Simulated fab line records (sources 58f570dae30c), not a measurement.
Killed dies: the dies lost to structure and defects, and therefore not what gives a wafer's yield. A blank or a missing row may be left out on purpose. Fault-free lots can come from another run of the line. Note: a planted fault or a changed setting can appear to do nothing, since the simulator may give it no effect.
Commonality check across tools	flow berkeley cmos170	42 wafers sampled across 14 lots

WHY IT WAS OPENED
UCB170_WELLDRIVE_THK_MEAS_02, reading WELLDRIVE_OXIDE_THK: flagged on 2 of 14 lots. Wafers without a fault read 199 nm, standard deviation 3.1.
Rule: a lot is flagged in two cases, either no wafer of it has a number, or all its wafers with numbers fall more than 4 standard deviations from that mean. As for the other lots, they are considered sound.

lot	measured	on	WELLDRIVE_OXIDE_THK (nm), wafer by wafer	flag
L533	day 4 10:59	film metro-01	200 206 203	
L535	day 4 10:59	film metro-04	198 200 200	
L534	day 4 11:01	film metro-03	201 202 202	
L538	day 4 21:05	film metro-03	194 199 196	
L536	day 5 01:54	film metro-03	199 200 200	
L537	day 5 01:54	film metro-04	295 297 294	FLAGGED
L539	day 5 15:16	film metro-01	200 202 202	
L541	day 6 02:02	film metro-01	200 201 199	
L543	day 6 06:00	film metro-03	297 301 308	FLAGGED
L550	day 8 19:13	film metro-04	201 197 196	
L551	day 8 19:13	film metro-01	199 197 196	
L553	day 8 19:13	film metro-03	195 194 196	
L552	day 8 19:16	film metro-04	206 202 202	
L554	day 9 02:57	film metro-01	207 204 202	
On average the flagged lots' numbers are 299 nm, which is +100 nm against the usual, or +32 standard deviations.

TOOL THAT RAN EACH LOT
The record holds 2 process steps before the reading, out of a route of 331 steps. In each cell: the tool, then ch and the chambers that the sampled wafers went through, then the start.
lot	flag	UCB170_ZERO_ETCH_06	UCB170_WELLDRIVE_OXIDATION_01
L533		rie diel-04 ch 0,3, day 2 08:29	furnace-02 ch 0, day 4 07:29
L535		rie diel-03 ch 1,2,3, day 2 13:27	furnace-02 ch 0, day 4 07:29
L534		rie diel-02 ch 1,2,3, day 2 13:13	furnace-02 ch 0, day 4 07:29
L538		rie diel-02 ch 0,1,2, day 3 04:30	furnace-01 ch 0, day 4 17:34
L536		rie diel-04 ch 0,2,3, day 3 02:48	furnace-01 ch 0, day 4 22:24
L537	FLAGGED	rie diel-04 ch 0,2,3, day 3 04:14	furnace-01 ch 0, day 4 17:34
L539		rie diel-02 ch 0,1,2, day 3 13:00	furnace-01 ch 0, day 5 11:46
L541		rie diel-02 ch 0,1, day 4 02:16	furnace-01 ch 0, day 5 22:31
L543	FLAGGED	rie diel-04 ch 0,1,3, day 4 06:32	furnace-01 ch 0, day 5 22:31 and furnace-02 ch 0, day 6 02:30
L550		rie diel-02 ch 0,1,2, day 5 23:37	furnace-02 ch 0, day 8 15:42
L551		rie diel-04 ch 0,3, day 5 23:23	furnace-02 ch 0, day 8 15:42
L553		rie diel-04 ch 1,2, day 6 12:40	furnace-02 ch 0, day 8 15:42
L552		rie diel-03 ch 0,2,3, day 6 12:23	furnace-02 ch 0, day 8 15:42
L554		rie diel-04 ch 0,1,2, day 6 16:52	furnace-02 ch 0, day 8 23:27
What is done by these steps:
- UCB170_ZERO_ETCH_06: etches SiO2 in CHF3/CF4/Ar, time 12 s.
- UCB170_WELLDRIVE_OXIDATION_01: target thk 199 nm, ox time 9000 s.
- UCB170_WELLDRIVE_THK_MEAS_02

FLAGGED AGAINST TOTAL, ONE TOOL AT A TIME (gauges that did the reading follow at the end)
step	tool	lots run	flagged	share of the flagged lots	sound lots run after its first flagged lot
UCB170_ZERO_ETCH_06	rie diel-02	5	0	none	-
UCB170_ZERO_ETCH_06	rie diel-03	2	0	none	-
UCB170_ZERO_ETCH_06	rie diel-04	7	2	all	3 (L551,L553,L554)
UCB170_WELLDRIVE_OXIDATION_01	furnace-01	6	2	all	3 (L536,L539,L541)
UCB170_WELLDRIVE_OXIDATION_01	furnace-02	9	1	some	5 (L550,L551,L552,L553,L554)
UCB170_WELLDRIVE_THK_MEAS_02	film metro-01	5	0	none	-
UCB170_WELLDRIVE_THK_MEAS_02	film metro-03	5	1	some	1 (L553)
UCB170_WELLDRIVE_THK_MEAS_02	film metro-04	4	1	some	2 (L550,L552)

THE TABLE: WHAT IT ALLOWS
Every flagged lot went through 2 rows of the table: rie diel-04 at UCB170_ZERO_ETCH_06 and furnace-01 at UCB170_WELLDRIVE_OXIDATION_01.
- rie diel-04 at UCB170_ZERO_ETCH_06: 2 of its 7 lots flagged. After the first flagged lot (L551, L553, L554), sound lots still ran on it; a lasting fault on the whole tool would not permit that.
- furnace-01 at UCB170_WELLDRIVE_OXIDATION_01: 2 of its 6 lots flagged. After the first flagged lot (L536, L539, L541), sound lots still ran on it; a lasting fault on the whole tool would not permit that.
Every row of the table either missed a flagged lot or ran a sound lot after the first.

WHAT THE SIMULATOR HAD PUT IN
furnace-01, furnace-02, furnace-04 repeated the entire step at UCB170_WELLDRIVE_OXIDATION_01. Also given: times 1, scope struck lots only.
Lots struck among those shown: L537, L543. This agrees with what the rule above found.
